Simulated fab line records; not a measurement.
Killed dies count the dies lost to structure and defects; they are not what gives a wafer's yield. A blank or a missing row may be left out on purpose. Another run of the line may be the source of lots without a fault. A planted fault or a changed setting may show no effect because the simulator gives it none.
Comparing a struck lot with a sound one    flow berkeleyCmos170    17 out of 331 route steps
Sound: the wafers L312.1, L312.2, L312.5. Wafers L323.2, L323.3, L323.4 were the ones struck. The cause is named last.
Per side, at each step with rows, come the tool, then ch with its chambers, and then its first start. Under that, the readings that differ: sound wafers    struck wafers    difference of the means    sigmas: that difference in standard deviations of wafers without a fault.
alike: words and numbers the same on both sides, and readings whose means are apart by under 2 such deviations; not compared: readings that were withheld, readings missing a value for some wafer, numbers with overlapping values and no deviation given by the record, and bounds like >300 which may hide the same value.
The two part at a step that has a row with sigmas, a row that says differs or no value, or rows on one side only. Numbers that have no deviation but don't overlap get no sigmas and don't part them. Lack of a reading on every wafer of one side parts them only where that side has two or more wafers.

first, 5 steps without rows for these wafers: UCB170_NSD_COAT_01 (resist thk 900 nm); UCB170_NSD_SOFTBAKE_02 (time 60 s); UCB170_NSD_EXPOSE_03 (exposes mask NSELECT MOD, target cd 1200 nm); UCB170_NSD_PEB_04; UCB170_NSD_DEVELOP_05 (develop time 45 s).
UCB170_NSD_CD_MEAS_06: target cd 1200 nm.
  sound: cdSem-01 at day 8 11:10; struck: cdSem-01 at day 10 15:47
  alike: cdNm
UCB170_NSD_OVL_MEAS_07:
  sound: overlay-02 at day 8 11:17; struck: overlay-01 at day 10 15:53
  alike: NSD_OVL
then, 1 step without rows for these wafers: UCB170_NSD_IMPLANT_08.
UCB170_NSD_STRIP_09: strips in O2.
  sound on plasmaAsher-01 ch 0,1, day 8 11:29; struck on plasmaAsher-01 ch 0,1, day 10 16:04
  alike: drypumpMotorCurrentA, o2FlowSccm, oesProductAu, stripTimeToEndpointS
  not compared: rfHoursCounterH
UCB170_NSD_TW_MEAS_10:
  sound: filmMetro-03 at day 8 11:35; struck: filmMetro-02 at day 10 16:11
  alike: NSD_TW
then, 2 steps without rows for these wafers: UCB170_NSD_CLEAN_11 (cleans in SPM, time 600 s); UCB170_BACKSIDE_HMDS_00 (prime time 60 s).
UCB170_BACKSIDE_COAT_01: resist thk 890.5 nm.
  sound on lithoTrack-03 ch 0, day 8 13:54; struck on lithoTrack-03 ch 0, day 10 16:49
reading                                   sound                 struck                difference  sigmas
spinSpeedRpm (rpm)                        1499.6 1499.5 1500.0  1218.9 1220.9 1217.8  -280.5      -99 or more
model.KrF_of_BACKSIDE_COAT_01.thkNm (nm)  892 890.8 891.4       988.2 990.1 993.1     +99.1       
  alike: resistLineTempC
then, 1 step without rows for these wafers: UCB170_BACKSIDE_SOFTBAKE_02 (time 60 s).
UCB170_BACKSIDE_STRIP_03: strips in O2.
  sound on plasmaAsher-03 ch 0,1, day 8 14:12; struck on plasmaAsher-01 ch 0,1, day 10 17:05
reading                   sound              struck             difference  sigmas
stripTimeToEndpointS (s)  21.78 21.76 21.76  24.06 24.12 24.19  +2.36       +33
  alike: drypumpMotorCurrentA, o2FlowSccm, oesProductAu
  not compared: rfHoursCounterH
then, 1 step without rows for these wafers: UCB170_BACKSIDE_CLEAN_04 (cleans in SPM, time 600 s).
UCB170_M3_PROBE_99:
  only the struck wafers here have rows in the record (prober-01, day 11 14:47); the sound ones have none

WHERE THEY PART
First at UCB170_BACKSIDE_COAT_01; last, within this record, at UCB170_M3_PROBE_99.

WHY: the cause the simulator had injected
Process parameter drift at UCB170_BACKSIDE_COAT_01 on lithoTrack-03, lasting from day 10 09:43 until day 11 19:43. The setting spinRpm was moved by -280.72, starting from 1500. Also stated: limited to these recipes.
